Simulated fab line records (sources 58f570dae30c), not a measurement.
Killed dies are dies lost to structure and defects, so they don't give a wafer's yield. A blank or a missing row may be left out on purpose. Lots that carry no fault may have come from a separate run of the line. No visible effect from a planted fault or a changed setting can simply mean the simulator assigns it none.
Problem report, 8D (eight disciplines) form, completed by code / flow berkeley cmos170 / the parts of the form that need people (team, actions taken, sign-off) are left out

1. WHAT IS WRONG
run length s at UCB170_FIELD_WET_ETCH_04 reads a mean of 34.1 s on 3 wafers of 1 lot; wafers without a fault read 86.7 s with a standard deviation of 1.5. Measured from the usual mean, that is -35 standard deviations.
The step: etches SiO2 in dHF, time 60 s.
Earliest sighting: wafer L159.2 on wet bench-04 at day 7 08:57. At this step, 15 wafers from 5 lots have a number in the record. The rule behind "out" and "out of limits": a value lying over 4 standard deviations away from the usual mean. The other wafers with a number count as sound.

2. WHAT IT IS; WHAT IT IS NOT
question=which readings at this step; is=run length s; is not=-
question=which lots; is=L159; is not=L151, L153, L154, L155
question=which wafers of those lots; is=all that have a number; is not=-
question=read on which tools; is=wet bench-04; is not=wet bench-01
question=when; is=from day 7 08:57; is not=up to then (12 sound wafers)

3. SUSPECTS, AND WHAT RULES EACH OUT
Counting: a tool at a process step up to the reading stays a suspect if it ran every lot that is out and no sound lot after the first of them.
- plasma asher-02 at UCB170_PFIELD_STRIP_08 (strips in O2): kept. It ran the lot that is out, L159 (day 6 23:08), and no sound lot after that; its last sound lot up to then is L155 (day 5 21:37).
- wet bench-04 at UCB170_FIELD_WET_ETCH_04 (etches SiO2 in dHF, time 60 s): kept. It ran the lot that is out, L159 (day 7 08:57), and no sound lot after that; its last sound lot up to then is L155 (day 6 10:04). Its own run length s readings are out on those wafers.
After counting, plasma asher-02 at UCB170_PFIELD_STRIP_08 and wet bench-04 at UCB170_FIELD_WET_ETCH_04 remain.

4. THE CAUSE (what the simulator had put in)
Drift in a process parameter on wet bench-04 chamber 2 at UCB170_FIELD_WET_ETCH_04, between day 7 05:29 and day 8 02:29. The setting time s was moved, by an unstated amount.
This tool is one of the 2 suspects left after counting.

5. SEQUENCE OF EFFECTS, ordered by route
Each row: a reading whose mean over the struck wafers that have a number lies more than 3 standard deviations from the usual. Only readings for which the record gives a usual standard deviation are gone through. hours: the time from each lot's start at the first step in this table that gives one to its start at this step, as a median over the lots. sigmas: the change in usual standard deviations.
hours=0; step=UCB170_FIELD_WET_ETCH_04; reading=run length s; usual=86.7 s; on struck wafers=34.1; change=-52.6; sigmas=-35
It contains these process steps:
- UCB170_FIELD_WET_ETCH_04: etches SiO2 in dHF, time 60 s.
Later measuring or inspecting steps at which every struck wafer that the step has a row for has a number for every such reading, and none has moved that far: UCB170_FIELD_THK_MEAS_90.

6. WHAT WOULD HAVE CAUGHT IT SOONER
In this record the first reading out of limits was taken at day 7 08:57, 3 hours after the fault began at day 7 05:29.
